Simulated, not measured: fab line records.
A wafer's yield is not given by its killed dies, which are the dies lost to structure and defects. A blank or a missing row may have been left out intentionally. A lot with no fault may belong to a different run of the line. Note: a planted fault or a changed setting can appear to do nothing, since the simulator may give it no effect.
Struck lot and sound lot, side by side | flow rit_cmos | 13 out of 202 route steps
Sound: wafers L166.1, L166.4, L166.6. Wafers L171.1, L171.2, L171.3 were the ones struck. At the end, the cause is stated.
Per side, at each step with rows, come the tool, then ch with its chambers, and then its first start. Under that, the readings that differ: sound wafers | struck wafers | difference of the means | sigmas: that difference in standard deviations of wafers without a fault.
alike: words and numbers the same on both sides, and readings whose means are apart by under 2 such deviations; not compared: readings that were withheld, readings missing a value for some wafer, numbers with overlapping values and no deviation given by the record, and bounds like >300 which may hide the same value.
Wherever a step has rows on one side only, a row that says differs or no value, or a row with sigmas, the two part there. Numbers that have no deviation but don't overlap get no sigmas and don't part them. A reading missing from all wafers of one side parts the sides only when that side holds two or more wafers.

first, 2 steps without rows for these wafers: RIT_PLDD_PEB_04; RIT_PLDD_DEVELOP_05 (develop time 50 s).
RIT_PLDD_OVL_MEAS_06:
  sound on overlay-02 at day 3 05:44; struck on overlay-01 at day 4 06:46
  alike: PLDD_OVL
then, 2 steps without rows for these wafers: RIT_PLDD_HARDBAKE_07 (time 60 s); RIT_PLDD_IMPLANT_08.
RIT_PLDD_STRIP_09: strips in O2, time 180 s.
  sound on plasma_asher-04 ch 0,1, day 3 06:05; struck on plasma_asher-01 ch 0,1, day 4 07:06
  alike: drypump_motor_current_A
  not compared: rf_hours_counter_h
RIT_PLDD_TW_MEAS_10:
  sound on film_metro-01 at day 3 06:15; struck on film_metro-02 at day 4 07:16
  reading | sound          | struck         | difference | sigmas
  PLDD_TW | 2385 2396 2397 | 2349 2339 2332 | -53        | -2
then, 4 steps without rows for these wafers: RIT_SPACER_CLEAN_00 (cleans in SC1, time 600 s); RIT_SPACER_CLEAN_01 (cleans in dHF, time 30 s); RIT_SPACER_CLEAN_02 (cleans in SC2, time 600 s); RIT_SPACER_CVD_03 (deposits Si3N4 from SiH2Cl2/NH3, target thk 250 nm, time 3300 s).
RIT_SPACER_THK_MEAS_04:
  sound on film_metro-02 at day 3 08:35; struck on film_metro-04 at day 4 09:50
  alike: SPACER_NITRIDE_THK
RIT_SPACER_ETCHBACK_05: etches Si3N4 in SF6/CHF3, stops on SiO2, target depth 250 nm, time 240 s.
  sound on rie_diel-04 ch 0,1,2, day 3 08:39; struck on rie_diel-02 ch 0,1,3, day 4 09:54
  reading                                  | sound             | struck            | difference | sigmas
  oes_product_au (a.u.)                    | 0.850 0.859 0.857 | 0.959 0.980 1.004 | +0.126     | +10
  model.etch.depth_nm (nm)                 | 250.1 252.3 251.1 | 228.8 229.4 229.3 | -22.0      |
  model.poly-Si_of_GATE_CVD_08.thk_nm (nm) | 167.5 170.6 167.3 | 184.8 184.8 186.1 | +16.8      |
  model.Si3N4_of_SPACER_CVD_03.thk_nm (nm) | 196.3 198.5 197.1 | 209 208.8 209.1   | +12        |
  alike: CHF3_flow_sccm, drypump_motor_current_A, throttle_valve_pct
  not compared: rf_hours_counter_h

== WHERE THEY PART ==
First at RIT_PLDD_TW_MEAS_10; last, within this record, at RIT_SPACER_ETCHBACK_05.

WHY: the cause the simulator had injected
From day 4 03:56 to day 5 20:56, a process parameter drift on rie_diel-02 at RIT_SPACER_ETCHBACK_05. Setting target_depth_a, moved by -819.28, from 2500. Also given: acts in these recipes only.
